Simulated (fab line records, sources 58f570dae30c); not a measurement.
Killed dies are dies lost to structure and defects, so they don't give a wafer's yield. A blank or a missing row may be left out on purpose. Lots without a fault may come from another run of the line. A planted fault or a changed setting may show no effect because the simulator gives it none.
Which tool did it? | flow berkeley_cmos170 | 14 lots, 42 wafers sampled, at 3 steps of a route of 331

WHAT THE GAUGES READ, wafer by wafer
UCB170_NLDD_OVL_MEAS_07. Usual: NLDD_OVL 3 nm, standard deviation 5.7.
lot  | measured     | on         | NLDD_OVL (nm) | flag
L173 | day 6 17:23  | overlay-01 | 2 -2 -2       |
L172 | day 6 17:38  | overlay-02 | 7 9 6         |
L176 | day 7 08:07  | overlay-02 | 6 7 10        |
L177 | day 7 09:08  | overlay-02 | 11 7 -1       |
L179 | day 8 01:49  | overlay-01 | -7 -2 -4      |
L183 | day 9 01:38  | overlay-01 | 2 7 1         |
L187 | day 9 18:13  | overlay-02 | -7 -7 -2      |
L186 | day 9 18:23  | overlay-01 | -8 3 -4       |
L190 | day 10 00:44 | overlay-01 | 7 11 9        |
L191 | day 10 01:22 | overlay-01 | 16 11 11      |
L192 | day 10 20:50 | overlay-02 | 15 18 11      |
L194 | day 11 06:41 | overlay-02 | 5 -3 3        |
L193 | day 11 08:38 | overlay-02 | -1 -8 1       |
L195 | day 11 14:20 | overlay-01 | 13 18 10      |

UCB170_M1_OVL_MEAS_10. Usual: M1_OVL 2 nm, standard deviation 5.7.
lot  | measured     | on         | M1_OVL (nm) | flag
L173 | day 7 13:47  | overlay-01 | 18 14 10    |
L172 | day 7 12:34  | overlay-02 | 1 9 6       |
L176 | day 8 04:26  | overlay-01 | 4 10 12     |
L177 | day 8 03:16  | overlay-01 | 6 -6 -2     |
L179 | day 8 17:47  | overlay-01 | -3 -3 1     |
L183 | day 9 21:16  | overlay-01 | 9 8 5       |
L187 | day 10 13:10 | overlay-02 | -8 -4 -6    |
L186 | day 10 14:35 | overlay-02 | -7 4 -1     |
L190 | day 10 17:01 | overlay-02 | 0 -1 -4     |
L191 | day 10 19:02 | overlay-01 | 5 2 1       |
L192 | day 11 15:43 | overlay-01 | 1 2 9       |
L194 | day 11 23:34 | overlay-02 | -6 -5 -7    |
L193 | day 12 05:23 | overlay-02 | 0 2 1       |
L195 | day 12 12:32 | overlay-01 | 5 8 9       |

WHICH TOOL RAN EACH LOT (tool, then ch and the chambers of the sampled wafers, then the start)
lot  | UCB170_PSD_SOFTBAKE_02
L173 | litho_track-02 ch 0, day 7 00:46
L172 | litho_track-03 ch 0, day 7 00:55
L176 | litho_track-03 ch 0, day 7 12:01
L177 | litho_track-02 ch 0, day 7 12:16
L179 | litho_track-03 ch 0, day 8 06:31
L183 | litho_track-03 ch 0, day 9 05:14
L187 | litho_track-02 ch 0, day 10 01:02
L186 | litho_track-04 ch 0, day 10 01:16
L190 | litho_track-02 ch 0, day 10 05:58
L191 | litho_track-02 ch 0, day 10 06:25
L192 | litho_track-02 ch 0, day 11 04:17
L194 | litho_track-02 ch 0, day 11 12:43
L193 | litho_track-04 ch 0, day 11 12:52
L195 | litho_track-02 ch 0, day 11 21:20
- UCB170_PSD_SOFTBAKE_02: time 60 s.

WHAT THE TOOLS THEMSELVES READ (means of the sampled wafers that have a number; where no wafer has one, the mark that the record gives instead)
UCB170_PSD_SOFTBAKE_02. Usual: run_length_s 89.03 s, standard deviation 0.16.
lot  | tool           | run_length_s (s) | flag
L173 | litho_track-02 | 89.14            |
L172 | litho_track-03 | 88.92            |
L176 | litho_track-03 | 88.90            |
L177 | litho_track-02 | 89.26            |
L179 | litho_track-03 | 92.00            | OFF
L183 | litho_track-03 | 92.09            | OFF
L187 | litho_track-02 | 89.10            |
L186 | litho_track-04 | 88.79            |
L190 | litho_track-02 | 89.20            |
L191 | litho_track-02 | 89.11            |
L192 | litho_track-02 | 89.27            |
L194 | litho_track-02 | 89.09            |
L193 | litho_track-04 | 88.84            |
L195 | litho_track-02 | 89.11            |

THE ANSWER, worked out from the rows above alone
Rule: a lot is off if the mean of its wafers that have a number lies more than 3 standard deviations from the usual mean. A lot without any number at a reading at which 4 lots or more have one is off too. The other lots that the step has rows for count as sound. The gauges are gone through in route order, then the tools' own readings, and for those a lot's mean is taken as printed above. The first step at which some lot is off is used, and at that step the reading that is off furthest; a lot without a number counts as furthest.
Off: L179, L183, at UCB170_PSD_SOFTBAKE_02 (run_length_s).
A tool fits if, at that step or a process step before it, it ran every lot that is off, and no sound lot after the first of them. One fits: litho_track-03 at UCB170_PSD_SOFTBAKE_02. Its last sound lot is L176 (day 7 12:01), its first lot that is off L179 (day 8 06:31): a fault that began between those two fits.
The tool's own readings at UCB170_PSD_SOFTBAKE_02 bear it out: on the lots that are off they differ by more than 5 times the standard deviation of the sound lots' means. run_length_s reads 92.05 s there against 89.06 s on the sound lots.

WHAT THE SIMULATOR HAD PUT IN
Process parameter drift: litho_track-03, from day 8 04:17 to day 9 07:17, at UCB170_PSD_SOFTBAKE_02. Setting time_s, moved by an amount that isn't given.
Lots struck among those shown: L179, L183. The rule above found the same.
